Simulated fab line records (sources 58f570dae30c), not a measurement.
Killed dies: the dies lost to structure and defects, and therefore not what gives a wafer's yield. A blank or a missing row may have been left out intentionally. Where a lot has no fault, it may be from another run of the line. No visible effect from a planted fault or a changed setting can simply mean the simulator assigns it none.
The tool behind it: which one? / flow berkeleyCmos170 / 13 lots with 39 wafers sampled at 4 steps, on a route of 331 steps

== WHAT THE GAUGES SHOWED, per wafer ==
UCB170_V2_CD_MEAS_12: target cd 700 nm.
lot=L806; measured=day 8 18:37; on=cdSem-01; cdNm (nm)=699.5 699.2 700.5
lot=L808; measured=day 9 07:37; on=cdSem-01; cdNm (nm)=701.1 701.7 700.8
lot=L809; measured=day 9 11:17; on=cdSem-02; cdNm (nm)=698.6 700.6 699.6
lot=L810; measured=day 9 06:42; on=cdSem-02; cdNm (nm)=699.8 699.6 698.4
lot=L816; measured=day 10 09:51; on=cdSem-02; cdNm (nm)=702.2 702.2 700.8
lot=L817; measured=day 10 12:16; on=cdSem-02; cdNm (nm)=703.9 702.3 702.2
lot=L820; measured=day 11 13:55; on=cdSem-01; cdNm (nm)=698.8 698.6 698.7
lot=L822; measured=day 11 22:56; on=cdSem-02; cdNm (nm)=698.4 699.0 698.7
lot=L821; measured=day 11 22:11; on=cdSem-02; cdNm (nm)=697.4 699.4 697.1
lot=L825; measured=day 12 05:25; on=cdSem-02; cdNm (nm)=698.9 699.4 698.5
lot=L826; measured=day 13 05:39; on=cdSem-02; cdNm (nm)=699.2 698.4 700.2
lot=L828; measured=day 13 07:34; on=cdSem-02; cdNm (nm)=701.9 700.2 701.7
lot=L829; measured=day 13 13:08; on=cdSem-01; cdNm (nm)=701.0 701.4 702.2

UCB170_V2_CD_MEAS_90: target cd 700 nm.
lot=L806; measured=day 8 19:04; on=cdSem-01; cdNm (nm)=698.9 698.9 699.6
lot=L808; measured=day 9 08:04; on=cdSem-01; cdNm (nm)=700.3 703.1 699.7
lot=L809; measured=day 9 11:43; on=cdSem-02; cdNm (nm)=698.4 698.2 699.4
lot=L810; measured=day 9 07:08; on=cdSem-02; cdNm (nm)=698.5 699.0 699.0
lot=L816; measured=day 10 10:17; on=cdSem-01; cdNm (nm)=700.7 701.5 700.0
lot=L817; measured=day 10 12:42; on=cdSem-01; cdNm (nm)=702.1 701.3 703.3
lot=L820; measured=day 11 14:20; on=cdSem-02; cdNm (nm)=697.5 699.0 697.8
lot=L822; measured=day 11 23:22; on=cdSem-01; cdNm (nm)=699.0 699.3 698.3
lot=L821; measured=day 11 22:37; on=cdSem-02; cdNm (nm)=697.1 699.7 696.7
lot=L825; measured=day 12 05:51; on=cdSem-01; cdNm (nm)=698.9 700.5 699.2
lot=L826; measured=day 13 06:05; on=cdSem-01; cdNm (nm)=701.3 697.3 698.2
lot=L828; measured=day 13 08:00; on=cdSem-02; cdNm (nm)=700.9 698.3 701.6
lot=L829; measured=day 13 13:35; on=cdSem-02; cdNm (nm)=699.5 701.4 700.8

== EACH LOT AND THE TOOL THAT RAN IT (in order: tool; ch and the chambers of the sampled wafers; start) ==
lot=L806; UCB170_PWELL_CLEAN_18=wetBench-04 ch 0, day 3 09:10; UCB170_V2_ETCH_14=rieDiel-01 ch 0,1,2, day 8 18:47
lot=L808; UCB170_PWELL_CLEAN_18=wetBench-04 ch 3, day 3 20:49; UCB170_V2_ETCH_14=rieDiel-02 ch 0,1,3, day 9 07:47
lot=L809; UCB170_PWELL_CLEAN_18=wetBench-02 ch 1, day 4 02:36; UCB170_V2_ETCH_14=rieDiel-01 ch 0,1,3, day 9 11:26
lot=L810; UCB170_PWELL_CLEAN_18=wetBench-02 ch 3, day 4 02:36; UCB170_V2_ETCH_14=rieDiel-03 ch 0,2,3, day 9 06:51
lot=L816; UCB170_PWELL_CLEAN_18=wetBench-02 ch 0, day 5 05:59; UCB170_V2_ETCH_14=rieDiel-02 ch 0,3, day 10 10:00
lot=L817; UCB170_PWELL_CLEAN_18=wetBench-02 ch 0, day 5 06:32; UCB170_V2_ETCH_14=rieDiel-01 ch 0,2,3, day 10 12:26
lot=L820; UCB170_PWELL_CLEAN_18=wetBench-03 ch 2, day 6 08:23; UCB170_V2_ETCH_14=rieDiel-01 ch 1,2, day 11 14:04
lot=L822; UCB170_PWELL_CLEAN_18=wetBench-04 ch 2, day 6 13:06; UCB170_V2_ETCH_14=rieDiel-03 ch 0,1, day 11 23:04
lot=L821; UCB170_PWELL_CLEAN_18=wetBench-04 ch 2, day 6 13:41; UCB170_V2_ETCH_14=rieDiel-02 ch 0,2,3, day 11 22:20
lot=L825; UCB170_PWELL_CLEAN_18=wetBench-03 ch 1, day 7 09:31; UCB170_V2_ETCH_14=rieDiel-03 ch 0,1,3, day 12 05:35
lot=L826; UCB170_PWELL_CLEAN_18=wetBench-03 ch 3, day 7 17:01; UCB170_V2_ETCH_14=rieDiel-02 ch 2,3, day 13 05:49
lot=L828; UCB170_PWELL_CLEAN_18=wetBench-04 ch 1, day 7 17:03; UCB170_V2_ETCH_14=rieDiel-02 ch 0,1,3, day 13 07:42
lot=L829; UCB170_PWELL_CLEAN_18=wetBench-03 ch 3, day 8 04:28; UCB170_V2_ETCH_14=rieDiel-01 ch 1,2,3, day 13 13:18
- UCB170_PWELL_CLEAN_18: cleans in SPM, time 600 s.
- UCB170_V2_ETCH_14: etches SiO2 in CHF3/CF4/Ar, stops on Al, target depth 1250 nm, time 291 s.

== AS READ BY THE TOOLS THEMSELVES (means over the sampled wafers that have a number; for cases with no such wafer, the mark the record gives instead) ==
UCB170_V2_ETCH_14.
lot=L806; tool=rieDiel-01; cf4FlowSccm (sccm)=15.02; drypumpMotorCurrentA (A)=5.5; oesProductAu (a.u.)=0.859; throttleValvePct (%)=6.97
lot=L808; tool=rieDiel-02; cf4FlowSccm (sccm)=14.98; drypumpMotorCurrentA (A)=6.1; oesProductAu (a.u.)=0.870; throttleValvePct (%)=6.89
lot=L809; tool=rieDiel-01; cf4FlowSccm (sccm)=15.00; drypumpMotorCurrentA (A)=5.4; oesProductAu (a.u.)=0.868; throttleValvePct (%)=7.02
lot=L810; tool=rieDiel-03; cf4FlowSccm (sccm)=14.97; drypumpMotorCurrentA (A)=5.8; oesProductAu (a.u.)=0.876; throttleValvePct (%)=7.04
lot=L816; tool=rieDiel-02; cf4FlowSccm (sccm)=14.99; drypumpMotorCurrentA (A)=6.2; oesProductAu (a.u.)=0.876; throttleValvePct (%)=6.73
lot=L817; tool=rieDiel-01; cf4FlowSccm (sccm)=15.01; drypumpMotorCurrentA (A)=5.5; oesProductAu (a.u.)=0.871; throttleValvePct (%)=7.10
lot=L820; tool=rieDiel-01; cf4FlowSccm (sccm)=15.06; drypumpMotorCurrentA (A)=5.3; oesProductAu (a.u.)=0.856; throttleValvePct (%)=6.86
lot=L822; tool=rieDiel-03; cf4FlowSccm (sccm)=15.01; drypumpMotorCurrentA (A)=5.7; oesProductAu (a.u.)=0.884; throttleValvePct (%)=6.90
lot=L821; tool=rieDiel-02; cf4FlowSccm (sccm)=15.01; drypumpMotorCurrentA (A)=5.9; oesProductAu (a.u.)=0.876; throttleValvePct (%)=6.82
lot=L825; tool=rieDiel-03; cf4FlowSccm (sccm)=15.02; drypumpMotorCurrentA (A)=5.7; oesProductAu (a.u.)=0.869; throttleValvePct (%)=6.94
lot=L826; tool=rieDiel-02; cf4FlowSccm (sccm)=14.94; drypumpMotorCurrentA (A)=6.0; oesProductAu (a.u.)=0.882; throttleValvePct (%)=6.78
lot=L828; tool=rieDiel-02; cf4FlowSccm (sccm)=15.03; drypumpMotorCurrentA (A)=6.2; oesProductAu (a.u.)=0.877; throttleValvePct (%)=6.91
lot=L829; tool=rieDiel-01; cf4FlowSccm (sccm)=15.00; drypumpMotorCurrentA (A)=5.3; oesProductAu (a.u.)=0.859; throttleValvePct (%)=6.97

== THE ANSWER, worked out from the rows above alone ==
Rule: the usual values come from the lots themselves. The widest of any qualifying gaps counts: lots, ordered by their means at a reading, are off when they make up no more than a third of the lots, leave a main group of 4 or more, and stand apart from it by 3 or more times the standard deviation of that group's means. A main group is skipped when, at the precision printed for the reading in the tables above, its means are all equal. Also off: a lot with no number at a reading for which 4 or more lots have one. The other lots that the step has rows for count as sound. Order of review: gauges by route order, followed by the tools' own readings, for which a lot's mean as printed above is used. At the first step where some lot is off, the reading lying furthest off is the one used; lots without a number count as furthest.
Across all readings shown, no lot is off: no conclusion can be drawn from this.

== WHAT THE SIMULATOR HAD PUT IN ==
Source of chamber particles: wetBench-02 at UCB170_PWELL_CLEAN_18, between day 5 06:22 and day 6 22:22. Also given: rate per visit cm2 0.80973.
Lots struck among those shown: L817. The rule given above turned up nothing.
